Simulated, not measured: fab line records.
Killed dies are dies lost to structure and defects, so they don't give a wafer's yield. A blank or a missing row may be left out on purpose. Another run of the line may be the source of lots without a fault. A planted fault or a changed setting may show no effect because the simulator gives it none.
Which tool did it? || flow berkeley cmos170 || 24 lots, 72 wafers sampled, at 5 steps of a route of 331

## WHAT THE GAUGES READ, wafer by wafer
UCB170_CONTACT_OVL_MEAS_16. Usual: CONTACT_OVL typically reads 3 nm, with standard deviation 5.8.
{"lot": "L074", "measured": "day 8 05:36", "on": "overlay-01", "CONTACT_OVL (nm)": "1 0 7", "flag": ""}
{"lot": "L075", "measured": "day 8 05:20", "on": "overlay-02", "CONTACT_OVL (nm)": "-3 2 -11", "flag": ""}
{"lot": "L076", "measured": "day 8 07:34", "on": "overlay-01", "CONTACT_OVL (nm)": "6 -5 12", "flag": ""}
{"lot": "L077", "measured": "day 9 07:46", "on": "overlay-02", "CONTACT_OVL (nm)": "0 1 0", "flag": ""}
{"lot": "L078", "measured": "day 9 09:04", "on": "overlay-01", "CONTACT_OVL (nm)": "3 7 6", "flag": ""}
{"lot": "L079", "measured": "day 9 08:52", "on": "overlay-02", "CONTACT_OVL (nm)": "2 7 4", "flag": ""}
{"lot": "L080", "measured": "day 9 08:47", "on": "overlay-01", "CONTACT_OVL (nm)": "-6 0 5", "flag": ""}
{"lot": "L081", "measured": "day 10 07:21", "on": "overlay-02", "CONTACT_OVL (nm)": "-1 12 9", "flag": ""}
{"lot": "L083", "measured": "day 10 01:59", "on": "overlay-02", "CONTACT_OVL (nm)": "-15 -9 -3", "flag": ""}
{"lot": "L082", "measured": "day 10 02:16", "on": "overlay-02", "CONTACT_OVL (nm)": "-3 1 3", "flag": ""}
{"lot": "L084", "measured": "day 10 01:44", "on": "overlay-02", "CONTACT_OVL (nm)": "-1 5 -3", "flag": ""}
{"lot": "L085", "measured": "day 10 07:59", "on": "overlay-02", "CONTACT_OVL (nm)": "1 2 6", "flag": ""}
{"lot": "L086", "measured": "day 10 07:26", "on": "overlay-02", "CONTACT_OVL (nm)": "9 13 4", "flag": ""}
{"lot": "L087", "measured": "day 11 04:16", "on": "overlay-02", "CONTACT_OVL (nm)": "-2 8 10", "flag": ""}
{"lot": "L088", "measured": "day 11 05:23", "on": "overlay-02", "CONTACT_OVL (nm)": "4 1 8", "flag": ""}
{"lot": "L089", "measured": "day 11 04:30", "on": "overlay-01", "CONTACT_OVL (nm)": "3 8 9", "flag": ""}
{"lot": "L090", "measured": "day 11 20:36", "on": "overlay-01", "CONTACT_OVL (nm)": "-8 -3 -5", "flag": ""}
{"lot": "L091", "measured": "day 13 03:41", "on": "overlay-02", "CONTACT_OVL (nm)": "9 5 13", "flag": ""}
{"lot": "L092", "measured": "day 13 02:42", "on": "overlay-01", "CONTACT_OVL (nm)": "5 2 -3", "flag": ""}
{"lot": "L094", "measured": "day 13 01:52", "on": "overlay-01", "CONTACT_OVL (nm)": "7 10 7", "flag": ""}
{"lot": "L093", "measured": "day 13 03:34", "on": "overlay-01", "CONTACT_OVL (nm)": "-3 2 -4", "flag": ""}
{"lot": "L095", "measured": "day 13 07:01", "on": "overlay-01", "CONTACT_OVL (nm)": "-6 -4 7", "flag": ""}
{"lot": "L097", "measured": "day 13 20:25", "on": "overlay-01", "CONTACT_OVL (nm)": "-3 1 -1", "flag": ""}
{"lot": "L096", "measured": "day 13 20:39", "on": "overlay-02", "CONTACT_OVL (nm)": "14 9 10", "flag": ""}

UCB170_M1_THK_MEAS_02: measures by xrf. Usual: M1_AL_THK typically reads 591 nm, with standard deviation 7.9.
{"lot": "L074", "measured": "day 8 06:26", "on": "film metro-02", "M1_AL_THK (nm)": "579 578 580", "flag": ""}
{"lot": "L075", "measured": "day 8 06:07", "on": "film metro-03", "M1_AL_THK (nm)": "603 591 586", "flag": ""}
{"lot": "L076", "measured": "day 8 08:22", "on": "film metro-01", "M1_AL_THK (nm)": "588 607 602", "flag": ""}
{"lot": "L077", "measured": "day 9 08:33", "on": "film metro-02", "M1_AL_THK (nm)": "583 577 577", "flag": ""}
{"lot": "L078", "measured": "day 9 09:52", "on": "film metro-01", "M1_AL_THK (nm)": "586 587 581", "flag": ""}
{"lot": "L079", "measured": "day 9 09:38", "on": "film metro-02", "M1_AL_THK (nm)": "590 572 580", "flag": ""}
{"lot": "L080", "measured": "day 9 09:34", "on": "film metro-03", "M1_AL_THK (nm)": "580 593 592", "flag": ""}
{"lot": "L081", "measured": "day 10 10:30", "on": "film metro-01", "M1_AL_THK (nm)": "587 597 591", "flag": ""}
{"lot": "L083", "measured": "day 10 06:19", "on": "film metro-01", "M1_AL_THK (nm)": "589 592 597", "flag": ""}
{"lot": "L082", "measured": "day 10 06:22", "on": "film metro-03", "M1_AL_THK (nm)": "601 599 592", "flag": ""}
{"lot": "L084", "measured": "day 10 06:18", "on": "film metro-02", "M1_AL_THK (nm)": "593 583 592", "flag": ""}
{"lot": "L085", "measured": "day 10 10:31", "on": "film metro-02", "M1_AL_THK (nm)": "585 598 587", "flag": ""}
{"lot": "L086", "measured": "day 10 10:42", "on": "film metro-01", "M1_AL_THK (nm)": "585 587 597", "flag": ""}
{"lot": "L087", "measured": "day 11 05:03", "on": "film metro-03", "M1_AL_THK (nm)": "605 595 589", "flag": ""}
{"lot": "L088", "measured": "day 11 06:10", "on": "film metro-02", "M1_AL_THK (nm)": "606 602 600", "flag": ""}
{"lot": "L089", "measured": "day 11 05:17", "on": "film metro-03", "M1_AL_THK (nm)": "586 589 582", "flag": ""}
{"lot": "L090", "measured": "day 11 21:24", "on": "film metro-03", "M1_AL_THK (nm)": "582 593 585", "flag": ""}
{"lot": "L091", "measured": "day 13 04:33", "on": "film metro-03", "M1_AL_THK (nm)": "585 600 590", "flag": ""}
{"lot": "L092", "measured": "day 13 03:30", "on": "film metro-01", "M1_AL_THK (nm)": "588 596 592", "flag": ""}
{"lot": "L094", "measured": "day 13 02:38", "on": "film metro-02", "M1_AL_THK (nm)": "585 595 593", "flag": ""}
{"lot": "L093", "measured": "day 13 04:21", "on": "film metro-03", "M1_AL_THK (nm)": "609 597 594", "flag": ""}
{"lot": "L095", "measured": "day 13 08:58", "on": "film metro-01", "M1_AL_THK (nm)": "599 598 604", "flag": ""}
{"lot": "L097", "measured": "day 13 21:15", "on": "film metro-01", "M1_AL_THK (nm)": "586 591 593", "flag": ""}
{"lot": "L096", "measured": "day 13 21:26", "on": "film metro-01", "M1_AL_THK (nm)": "597 589 583", "flag": ""}

UCB170_V1_OVL_MEAS_13. Usual: V1_OVL typically reads 3 nm, with standard deviation 5.1.
{"lot": "L074", "measured": "day 8 17:56", "on": "overlay-01", "V1_OVL (nm)": "4 5 4", "flag": ""}
{"lot": "L075", "measured": "day 8 11:18", "on": "overlay-01", "V1_OVL (nm)": "4 4 7", "flag": ""}
{"lot": "L076", "measured": "day 8 18:04", "on": "overlay-02", "V1_OVL (nm)": "2 5 1", "flag": ""}
{"lot": "L077", "measured": "day 9 13:28", "on": "overlay-02", "V1_OVL (nm)": "13 11 8", "flag": ""}
{"lot": "L078", "measured": "day 9 16:22", "on": "overlay-01", "V1_OVL (nm)": "-4 6 8", "flag": ""}
{"lot": "L079", "measured": "day 9 15:02", "on": "overlay-02", "V1_OVL (nm)": "-8 -5 5", "flag": ""}
{"lot": "L080", "measured": "day 9 14:47", "on": "overlay-01", "V1_OVL (nm)": "-1 -3 6", "flag": ""}
{"lot": "L081", "measured": "day 10 15:30", "on": "overlay-02", "V1_OVL (nm)": "-7 -5 3", "flag": ""}
{"lot": "L083", "measured": "day 10 14:57", "on": "overlay-02", "V1_OVL (nm)": "8 0 13", "flag": ""}
{"lot": "L082", "measured": "day 10 14:32", "on": "overlay-01", "V1_OVL (nm)": "5 -2 5", "flag": ""}
{"lot": "L084", "measured": "day 10 14:13", "on": "overlay-01", "V1_OVL (nm)": "1 4 0", "flag": ""}
{"lot": "L085", "measured": "day 10 16:52", "on": "overlay-02", "V1_OVL (nm)": "2 4 2", "flag": ""}
{"lot": "L086", "measured": "day 10 17:09", "on": "overlay-02", "V1_OVL (nm)": "7 3 -4", "flag": ""}
{"lot": "L087", "measured": "day 11 09:55", "on": "overlay-02", "V1_OVL (nm)": "-2 6 11", "flag": ""}
{"lot": "L088", "measured": "day 11 11:51", "on": "overlay-01", "V1_OVL (nm)": "7 9 1", "flag": ""}
{"lot": "L089", "measured": "day 11 11:36", "on": "overlay-01", "V1_OVL (nm)": "-4 -2 -2", "flag": ""}
{"lot": "L090", "measured": "day 12 02:22", "on": "overlay-01", "V1_OVL (nm)": "9 -1 -2", "flag": ""}
{"lot": "L091", "measured": "day 13 12:28", "on": "overlay-01", "V1_OVL (nm)": "-6 -3 -3", "flag": ""}
{"lot": "L092", "measured": "day 13 11:21", "on": "overlay-02", "V1_OVL (nm)": "5 11 5", "flag": ""}
{"lot": "L094", "measured": "day 13 09:04", "on": "overlay-01", "V1_OVL (nm)": "0 2 3", "flag": ""}
{"lot": "L093", "measured": "day 13 12:20", "on": "overlay-02", "V1_OVL (nm)": "2 0 -3", "flag": ""}
{"lot": "L095", "measured": "day 13 14:31", "on": "overlay-01", "V1_OVL (nm)": "4 10 10", "flag": ""}
{"lot": "L097", "measured": "day 14 02:04", "on": "overlay-01", "V1_OVL (nm)": "11 -2 0", "flag": ""}
{"lot": "L096", "measured": "day 14 03:43", "on": "overlay-02", "V1_OVL (nm)": "1 2 1", "flag": ""}

## WHICH TOOL RAN EACH LOT (tool, then ch and the chambers of the sampled wafers, then the start)
{"lot": "L074", "UCB170_ZERO_ETCH_06": "rie diel-03 ch 1,3, day 1 23:49", "UCB170_SDANNEAL_RTA_00": "rtp anneal-01 ch 0, day 8 00:38"}
{"lot": "L075", "UCB170_ZERO_ETCH_06": "rie diel-01 ch 0,1,3, day 2 04:25", "UCB170_SDANNEAL_RTA_00": "rtp anneal-02 ch 0, day 8 00:24"}
{"lot": "L076", "UCB170_ZERO_ETCH_06": "rie diel-02 ch 0,2,3, day 2 08:58", "UCB170_SDANNEAL_RTA_00": "rtp anneal-02 ch 0, day 8 00:53"}
{"lot": "L077", "UCB170_ZERO_ETCH_06": "rie diel-02 ch 0,2, day 2 15:18", "UCB170_SDANNEAL_RTA_00": "rtp anneal-01 ch 0, day 9 01:17"}
{"lot": "L078", "UCB170_ZERO_ETCH_06": "rie diel-01 ch 1,2,3, day 2 20:37", "UCB170_SDANNEAL_RTA_00": "rtp anneal-02 ch 0, day 9 01:50"}
{"lot": "L079", "UCB170_ZERO_ETCH_06": "rie diel-02 ch 0,2,3, day 2 20:54", "UCB170_SDANNEAL_RTA_00": "rtp anneal-01 ch 0, day 9 01:37"}
{"lot": "L080", "UCB170_ZERO_ETCH_06": "rie diel-01 ch 0,2, day 3 13:37", "UCB170_SDANNEAL_RTA_00": "rtp anneal-02 ch 0, day 9 01:28"}
{"lot": "L081", "UCB170_ZERO_ETCH_06": "rie diel-01 ch 0,1, day 3 13:49", "UCB170_SDANNEAL_RTA_00": "rtp anneal-01 ch 0, day 9 20:30"}
{"lot": "L083", "UCB170_ZERO_ETCH_06": "rie diel-03 ch 2,3, day 3 15:59", "UCB170_SDANNEAL_RTA_00": "rtp anneal-01 ch 0, day 9 19:21"}
{"lot": "L082", "UCB170_ZERO_ETCH_06": "rie diel-01 ch 0,1,3, day 3 16:14", "UCB170_SDANNEAL_RTA_00": "rtp anneal-02 ch 0, day 9 20:02"}
{"lot": "L084", "UCB170_ZERO_ETCH_06": "rie diel-03 ch 1,3, day 3 23:40", "UCB170_SDANNEAL_RTA_00": "rtp anneal-01 ch 0, day 9 20:05"}
{"lot": "L085", "UCB170_ZERO_ETCH_06": "rie diel-02 ch 0,1,2, day 4 05:27", "UCB170_SDANNEAL_RTA_00": "rtp anneal-02 ch 0, day 9 20:44"}
{"lot": "L086", "UCB170_ZERO_ETCH_06": "rie diel-01 ch 0,2,3, day 4 10:31", "UCB170_SDANNEAL_RTA_00": "rtp anneal-02 ch 0, day 9 20:14"}
{"lot": "L087", "UCB170_ZERO_ETCH_06": "rie diel-03 ch 0,1, day 4 16:44", "UCB170_SDANNEAL_RTA_00": "rtp anneal-02 ch 0, day 10 22:44"}
{"lot": "L088", "UCB170_ZERO_ETCH_06": "rie diel-03 ch 0,2, day 4 19:37", "UCB170_SDANNEAL_RTA_00": "rtp anneal-01 ch 0, day 10 23:41"}
{"lot": "L089", "UCB170_ZERO_ETCH_06": "rie diel-01 ch 0,2,3, day 4 20:28", "UCB170_SDANNEAL_RTA_00": "rtp anneal-01 ch 0, day 10 22:43"}
{"lot": "L090", "UCB170_ZERO_ETCH_06": "rie diel-03 ch 0,2, day 5 06:53", "UCB170_SDANNEAL_RTA_00": "rtp anneal-02 ch 0, day 11 15:25"}
{"lot": "L091", "UCB170_ZERO_ETCH_06": "rie diel-02 ch 0,1,2, day 5 13:04", "UCB170_SDANNEAL_RTA_00": "rtp anneal-02 ch 0, day 12 21:19"}
{"lot": "L092", "UCB170_ZERO_ETCH_06": "rie diel-03 ch 1,3, day 5 18:47", "UCB170_SDANNEAL_RTA_00": "rtp anneal-02 ch 0, day 12 20:52"}
{"lot": "L094", "UCB170_ZERO_ETCH_06": "rie diel-03 ch 0,1,2, day 5 23:38", "UCB170_SDANNEAL_RTA_00": "rtp anneal-01 ch 0, day 12 20:46"}
{"lot": "L093", "UCB170_ZERO_ETCH_06": "rie diel-01 ch 2,3, day 6 00:20", "UCB170_SDANNEAL_RTA_00": "rtp anneal-01 ch 0, day 12 21:02"}
{"lot": "L095", "UCB170_ZERO_ETCH_06": "rie diel-03 ch 1,3, day 6 07:58", "UCB170_SDANNEAL_RTA_00": "rtp anneal-01 ch 0, day 13 02:10"}
{"lot": "L097", "UCB170_ZERO_ETCH_06": "rie diel-01 ch 1,3, day 6 15:00", "UCB170_SDANNEAL_RTA_00": "rtp anneal-02 ch 0, day 13 13:47"}
{"lot": "L096", "UCB170_ZERO_ETCH_06": "rie diel-02 ch 0,2,3, day 6 15:12", "UCB170_SDANNEAL_RTA_00": "rtp anneal-01 ch 0, day 13 14:01"}
- UCB170_ZERO_ETCH_06: etches SiO2 in CHF3/CF4/Ar, time 12 s.
- UCB170_SDANNEAL_RTA_00: time 10 s.

## AS READ BY THE TOOLS THEMSELVES (means over the sampled wafers that have a number; for cases with no such wafer, the mark the record gives instead)
UCB170_ZERO_ETCH_06. Usual: drypump motor current A 5.8 A, standard deviation 0.64; oes product au 0.617 a.u., standard deviation 0.0068; throttle valve pct 9.25 %, standard deviation 0.15.
{"lot": "L074", "tool": "rie diel-03", "drypump motor current A (A)": 5.7, "oes product au (a.u.)": 0.611, "throttle valve pct (%)": 9.25, "flag": ""}
{"lot": "L075", "tool": "rie diel-01", "drypump motor current A (A)": 6.2, "oes product au (a.u.)": 0.619, "throttle valve pct (%)": 9.19, "flag": ""}
{"lot": "L076", "tool": "rie diel-02", "drypump motor current A (A)": 5.5, "oes product au (a.u.)": 0.613, "throttle valve pct (%)": 9.14, "flag": ""}
{"lot": "L077", "tool": "rie diel-02", "drypump motor current A (A)": 5.5, "oes product au (a.u.)": 0.622, "throttle valve pct (%)": 9.25, "flag": ""}
{"lot": "L078", "tool": "rie diel-01", "drypump motor current A (A)": 6.1, "oes product au (a.u.)": 0.617, "throttle valve pct (%)": 9.26, "flag": ""}
{"lot": "L079", "tool": "rie diel-02", "drypump motor current A (A)": 5.5, "oes product au (a.u.)": 0.617, "throttle valve pct (%)": 9.15, "flag": ""}
{"lot": "L080", "tool": "rie diel-01", "drypump motor current A (A)": 5.0, "oes product au (a.u.)": 0.611, "throttle valve pct (%)": 9.37, "flag": ""}
{"lot": "L081", "tool": "rie diel-01", "drypump motor current A (A)": 6.2, "oes product au (a.u.)": 0.619, "throttle valve pct (%)": 9.28, "flag": ""}
{"lot": "L083", "tool": "rie diel-03", "drypump motor current A (A)": 6.4, "oes product au (a.u.)": 0.616, "throttle valve pct (%)": 9.23, "flag": ""}
{"lot": "L082", "tool": "rie diel-01", "drypump motor current A (A)": 6.1, "oes product au (a.u.)": 0.618, "throttle valve pct (%)": 9.20, "flag": ""}
{"lot": "L084", "tool": "rie diel-03", "drypump motor current A (A)": 6.2, "oes product au (a.u.)": 0.617, "throttle valve pct (%)": 9.20, "flag": ""}
{"lot": "L085", "tool": "rie diel-02", "drypump motor current A (A)": 5.4, "oes product au (a.u.)": 0.621, "throttle valve pct (%)": 9.18, "flag": ""}
{"lot": "L086", "tool": "rie diel-01", "drypump motor current A (A)": 5.6, "oes product au (a.u.)": 0.614, "throttle valve pct (%)": 9.24, "flag": ""}
{"lot": "L087", "tool": "rie diel-03", "drypump motor current A (A)": 5.8, "oes product au (a.u.)": 0.617, "throttle valve pct (%)": 9.29, "flag": ""}
{"lot": "L088", "tool": "rie diel-03", "drypump motor current A (A)": 5.7, "oes product au (a.u.)": 0.621, "throttle valve pct (%)": 9.37, "flag": ""}
{"lot": "L089", "tool": "rie diel-01", "drypump motor current A (A)": 5.6, "oes product au (a.u.)": 0.611, "throttle valve pct (%)": 9.25, "flag": ""}
{"lot": "L090", "tool": "rie diel-03", "drypump motor current A (A)": 5.8, "oes product au (a.u.)": 0.623, "throttle valve pct (%)": 9.37, "flag": ""}
{"lot": "L091", "tool": "rie diel-02", "drypump motor current A (A)": 5.4, "oes product au (a.u.)": 0.619, "throttle valve pct (%)": 9.18, "flag": ""}
{"lot": "L092", "tool": "rie diel-03", "drypump motor current A (A)": 6.3, "oes product au (a.u.)": 0.611, "throttle valve pct (%)": 9.19, "flag": ""}
{"lot": "L094", "tool": "rie diel-03", "drypump motor current A (A)": 5.6, "oes product au (a.u.)": 0.620, "throttle valve pct (%)": 9.32, "flag": ""}
{"lot": "L093", "tool": "rie diel-01", "drypump motor current A (A)": 6.0, "oes product au (a.u.)": 0.619, "throttle valve pct (%)": 9.17, "flag": ""}
{"lot": "L095", "tool": "rie diel-03", "drypump motor current A (A)": 6.2, "oes product au (a.u.)": 0.617, "throttle valve pct (%)": 9.21, "flag": ""}
{"lot": "L097", "tool": "rie diel-01", "drypump motor current A (A)": 6.6, "oes product au (a.u.)": 0.622, "throttle valve pct (%)": 9.21, "flag": ""}
{"lot": "L096", "tool": "rie diel-02", "drypump motor current A (A)": 5.6, "oes product au (a.u.)": 0.618, "throttle valve pct (%)": 9.15, "flag": ""}

UCB170_SDANNEAL_RTA_00. Usual: lamp power pct 24.7 %, standard deviation 2.2; wafer_temp_C_max 903.6, standard deviation 0.77.
{"lot": "L074", "tool": "rtp anneal-01", "lamp power pct (%)": 22.5, "wafer_temp_C_max": 904.2, "flag": ""}
{"lot": "L075", "tool": "rtp anneal-02", "lamp power pct (%)": 26.9, "wafer_temp_C_max": 903.7, "flag": ""}
{"lot": "L076", "tool": "rtp anneal-02", "lamp power pct (%)": 26.9, "wafer_temp_C_max": 903.6, "flag": ""}
{"lot": "L077", "tool": "rtp anneal-01", "lamp power pct (%)": 22.5, "wafer_temp_C_max": 903.6, "flag": ""}
{"lot": "L078", "tool": "rtp anneal-02", "lamp power pct (%)": 27.0, "wafer_temp_C_max": 904.7, "flag": ""}
{"lot": "L079", "tool": "rtp anneal-01", "lamp power pct (%)": 22.5, "wafer_temp_C_max": 903.5, "flag": ""}
{"lot": "L080", "tool": "rtp anneal-02", "lamp power pct (%)": 26.9, "wafer_temp_C_max": 903.8, "flag": ""}
{"lot": "L081", "tool": "rtp anneal-01", "lamp power pct (%)": 22.5, "wafer_temp_C_max": 904.0, "flag": ""}
{"lot": "L083", "tool": "rtp anneal-01", "lamp power pct (%)": 22.5, "wafer_temp_C_max": 902.8, "flag": ""}
{"lot": "L082", "tool": "rtp anneal-02", "lamp power pct (%)": 26.9, "wafer_temp_C_max": 903.8, "flag": ""}
{"lot": "L084", "tool": "rtp anneal-01", "lamp power pct (%)": 22.5, "wafer_temp_C_max": 903.2, "flag": ""}
{"lot": "L085", "tool": "rtp anneal-02", "lamp power pct (%)": 26.9, "wafer_temp_C_max": 903.5, "flag": ""}
{"lot": "L086", "tool": "rtp anneal-02", "lamp power pct (%)": 26.9, "wafer_temp_C_max": 902.9, "flag": ""}
{"lot": "L087", "tool": "rtp anneal-02", "lamp power pct (%)": 26.9, "wafer_temp_C_max": 902.9, "flag": ""}
{"lot": "L088", "tool": "rtp anneal-01", "lamp power pct (%)": 22.5, "wafer_temp_C_max": 905.0, "flag": ""}
{"lot": "L089", "tool": "rtp anneal-01", "lamp power pct (%)": 22.5, "wafer_temp_C_max": 902.8, "flag": ""}
{"lot": "L090", "tool": "rtp anneal-02", "lamp power pct (%)": 26.9, "wafer_temp_C_max": 904.1, "flag": ""}
{"lot": "L091", "tool": "rtp anneal-02", "lamp power pct (%)": 26.9, "wafer_temp_C_max": 904.0, "flag": ""}
{"lot": "L092", "tool": "rtp anneal-02", "lamp power pct (%)": 26.9, "wafer_temp_C_max": 904.2, "flag": ""}
{"lot": "L094", "tool": "rtp anneal-01", "lamp power pct (%)": 22.5, "wafer_temp_C_max": 903.5, "flag": ""}
{"lot": "L093", "tool": "rtp anneal-01", "lamp power pct (%)": 22.5, "wafer_temp_C_max": 902.8, "flag": ""}
{"lot": "L095", "tool": "rtp anneal-01", "lamp power pct (%)": 22.5, "wafer_temp_C_max": 903.5, "flag": ""}
{"lot": "L097", "tool": "rtp anneal-02", "lamp power pct (%)": 26.9, "wafer_temp_C_max": 904.0, "flag": ""}
{"lot": "L096", "tool": "rtp anneal-01", "lamp power pct (%)": 22.6, "wafer_temp_C_max": 903.2, "flag": ""}

## THE ANSWER, worked out from the rows above alone
Rule: take the mean of a lot's wafers that have a number; if it is more than 3 standard deviations from the usual mean, the lot is off. A lot without any number at a reading at which 4 lots or more have one is off too. All remaining lots with rows at the step are treated as sound. First the gauges in route order, then the tools' own readings, where a lot's mean is used as printed above. The first step at which some lot is off is used, and at that step the reading that is off furthest; a lot without a number counts as furthest.
None of the lots is off at any reading shown; this tells nothing.

## WHAT THE SIMULATOR PUT IN
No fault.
